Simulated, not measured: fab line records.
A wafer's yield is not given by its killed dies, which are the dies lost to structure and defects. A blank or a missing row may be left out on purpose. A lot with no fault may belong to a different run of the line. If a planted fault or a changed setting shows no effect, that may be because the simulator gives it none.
Which tool is to blame? | flow berkeley cmos170 | Sampling: 15 lots, 45 wafers, 5 of 331 route steps

## WHAT EACH GAUGE READ, for each wafer
UCB170_WELLDRIVE_THK_MEAS_02.
lot  | measured    | on            | WELLDRIVE_OXIDE_THK (nm)
L104 | day 4 09:33 | film metro-04 | 197 200 198
L106 | day 4 14:32 | film metro-02 | 199 199 197
L107 | day 4 14:32 | film metro-04 | 203 202 201
L108 | day 5 03:40 | film metro-02 | 198 201 200
L109 | day 5 03:43 | film metro-02 | 199 202 202
L110 | day 5 03:40 | film metro-01 | 206 207 207
L112 | day 5 11:42 | film metro-04 | 210 208 211
L111 | day 5 11:40 | film metro-02 | 203 204 206
L113 | day 5 18:15 | film metro-01 | 199 200 201
L114 | day 5 18:17 | film metro-04 | 200 199 201
L115 | day 6 03:17 | film metro-01 | 200 202 203
L119 | day 6 18:17 | film metro-02 | 193 193 195
L125 | day 8 11:06 | film metro-02 | 201 203 202
L126 | day 8 14:28 | film metro-02 | 200 206 201
L127 | day 8 11:06 | film metro-01 | 204 206 203

UCB170_GATE_THK_MEAS_02.
lot  | measured     | on            | GATE_OXIDE_THK (nm)
L104 | day 7 08:56  | film metro-02 | 6.08 6.30 6.21
L106 | day 7 09:02  | film metro-02 | 6.28 6.29 6.25
L107 | day 7 08:58  | film metro-02 | 6.12 6.18 6.25
L108 | day 7 21:54  | film metro-04 | 6.73 6.74 6.77
L109 | day 7 16:00  | film metro-04 | 6.66 6.59 6.61
L110 | day 7 16:02  | film metro-02 | 6.50 6.50 6.52
L112 | day 8 04:59  | film metro-04 | 6.69 6.74 6.76
L111 | day 8 05:01  | film metro-02 | 6.69 6.66 6.69
L113 | day 8 15:20  | film metro-01 | 9.07 8.92 8.96
L114 | day 8 15:22  | film metro-02 | 8.78 8.80 8.79
L115 | day 8 15:22  | film metro-04 | 8.60 8.62 8.76
L119 | day 9 06:12  | film metro-01 | 6.48 6.43 6.32
L125 | day 11 04:45 | film metro-02 | 6.64 6.68 6.67
L126 | day 11 04:46 | film metro-04 | 6.65 6.66 6.63
L127 | day 11 04:45 | film metro-01 | 6.35 6.45 6.52

UCB170_NLDD_OVL_MEAS_07.
lot  | measured     | on         | NLDD_OVL (nm)
L104 | day 7 21:34  | overlay-01 | -1 1 -1
L106 | day 7 22:43  | overlay-02 | -4 -1 8
L107 | day 7 21:17  | overlay-02 | 9 0 2
L108 | day 8 15:05  | overlay-02 | -3 4 3
L109 | day 8 08:14  | overlay-02 | -3 6 0
L110 | day 8 08:28  | overlay-02 | 0 2 -4
L112 | day 8 15:16  | overlay-02 | 2 -2 2
L111 | day 8 16:31  | overlay-02 | -8 -5 -2
L113 | day 9 03:28  | overlay-01 | -7 -9 -6
L114 | day 9 03:49  | overlay-02 | 2 3 2
L115 | day 9 03:49  | overlay-01 | -3 -7 -2
L119 | day 9 18:11  | overlay-02 | -8 -3 4
L125 | day 11 16:45 | overlay-01 | 6 -2 -1
L126 | day 11 16:07 | overlay-01 | 6 11 3
L127 | day 11 16:04 | overlay-01 | 13 10 8

## WHAT TOOL EACH LOT RAN ON (gives the tool, then ch and the chambers of the sampled wafers, and finally the start)
lot  | UCB170_ZERO_ETCH_06               | UCB170_GATE_OXIDATION_01
L104 | rie diel-04 ch 1,2, day 1 22:19   | furnace-01 ch 0, day 7 07:24
L106 | rie diel-01 ch 0,2,3, day 2 09:41 | furnace-01 ch 0, day 7 07:24
L107 | rie diel-04 ch 1,2, day 2 09:56   | furnace-01 ch 0, day 7 07:24
L108 | rie diel-04 ch 0,1,2, day 2 19:59 | furnace-04 ch 0, day 7 20:23
L109 | rie diel-01 ch 0,1,2, day 3 04:59 | furnace-01 ch 0, day 7 14:30
L110 | rie diel-01 ch 0,2,3, day 3 05:18 | furnace-01 ch 0, day 7 14:30
L112 | rie diel-04 ch 0,1,3, day 3 14:35 | furnace-04 ch 0, day 8 03:29
L111 | rie diel-04 ch 0,2,3, day 3 14:53 | furnace-04 ch 0, day 8 03:29
L113 | rie diel-01 ch 0,2, day 3 20:17   | furnace-04 ch 0, day 8 13:50
L114 | rie diel-04 ch 0,1,2, day 3 20:27 | furnace-04 ch 0, day 8 13:50
L115 | rie diel-01 ch 0,1,3, day 4 04:07 | furnace-04 ch 0, day 8 13:50
L119 | rie diel-02 ch 1,2,3, day 4 22:39 | furnace-01 ch 0, day 9 04:42
L125 | rie diel-02 ch 0,1,3, day 6 08:14 | furnace-01 ch 0, day 11 03:14
L126 | rie diel-04 ch 1,2, day 6 14:14   | furnace-01 ch 0, day 11 03:14
L127 | rie diel-01 ch 0,1,2, day 6 14:34 | furnace-01 ch 0, day 11 03:14
- UCB170_ZERO_ETCH_06: etches SiO2 in CHF3/CF4/Ar, time 12 s.
- UCB170_GATE_OXIDATION_01: target thk 6.6 nm, ox time 1800 s.

## AS READ BY THE TOOLS THEMSELVES (means over the sampled wafers that have a number; for cases with no such wafer, the mark the record gives instead)
UCB170_ZERO_ETCH_06.
lot  | tool        | drypump motor current A (A) | oes product au (a.u.) | throttle valve pct (%)
L104 | rie diel-04 | 5.4                         | 0.620                 | 9.16
L106 | rie diel-01 | 6.0                         | 0.626                 | 9.19
L107 | rie diel-04 | 5.4                         | 0.611                 | 9.15
L108 | rie diel-04 | 5.7                         | 0.616                 | 9.27
L109 | rie diel-01 | 5.7                         | 0.623                 | 9.17
L110 | rie diel-01 | 6.0                         | 0.628                 | 9.19
L112 | rie diel-04 | 6.1                         | 0.609                 | 9.25
L111 | rie diel-04 | 5.6                         | 0.613                 | 9.11
L113 | rie diel-01 | 5.7                         | 0.621                 | 9.06
L114 | rie diel-04 | 5.7                         | 0.612                 | 9.27
L115 | rie diel-01 | 5.7                         | 0.618                 | 9.24
L119 | rie diel-02 | 5.8                         | 0.619                 | 9.29
L125 | rie diel-02 | 5.5                         | 0.614                 | 9.21
L126 | rie diel-04 | 5.4                         | 0.614                 | 9.15
L127 | rie diel-01 | 5.7                         | 0.624                 | 9.17

UCB170_GATE_OXIDATION_01.
lot  | tool       | zone power source pct (%)
L104 | furnace-01 | 20.6
L106 | furnace-01 | 20.7
L107 | furnace-01 | 20.8
L108 | furnace-04 | 27.1
L109 | furnace-01 | 20.7
L110 | furnace-01 | 20.6
L112 | furnace-04 | 27.0
L111 | furnace-04 | 27.0
L113 | furnace-04 | 26.8
L114 | furnace-04 | 27.0
L115 | furnace-04 | 26.9
L119 | furnace-01 | 20.8
L125 | furnace-01 | 20.9
L126 | furnace-01 | 20.5
L127 | furnace-01 | 21.0

## THE ANSWER, worked out from the rows above alone
Rule: the lots themselves supply what counts as usual. The widest of any qualifying gaps counts: lots, ordered by their means at a reading, are off when they make up no more than a third of the lots, leave a main group of 4 or more, and stand apart from it by 3 or more times the standard deviation of that group's means. A main group whose means are all the same, to the digits that the tables above print for the reading, isn't used. Also off: a lot with no number at a reading for which 4 or more lots have one. Where the step has rows for the other lots, those lots are counted as sound. First the gauges in route order, then the tools' own readings, where a lot's mean is used as printed above. The first step at which some lot is off is used, and at that step the reading that is off furthest; a lot without a number counts as furthest.
Off: L113, L114, L115, at UCB170_GATE_THK_MEAS_02 (GATE_OXIDE_THK). Mean 6.51 nm and standard deviation 0.2 in the main group.
A tool fits if, at a process step before that reading, it ran every lot that is off, and no sound lot after the first of them. The gauges at UCB170_GATE_THK_MEAS_02 are tried like those tools. One fits: UCB170_GATE_OXIDATION_01 on furnace-04. A fault onset in the window from L111 (day 8 03:29, its last sound lot) to L113 (day 8 13:50, its first lot off) fits.

## WHAT THE SIMULATOR HAD PUT IN
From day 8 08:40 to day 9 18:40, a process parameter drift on furnace-04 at UCB170_GATE_OXIDATION_01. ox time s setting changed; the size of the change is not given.
Struck lots among those shown: L113, L114, L115. This agrees with what the rule above found.
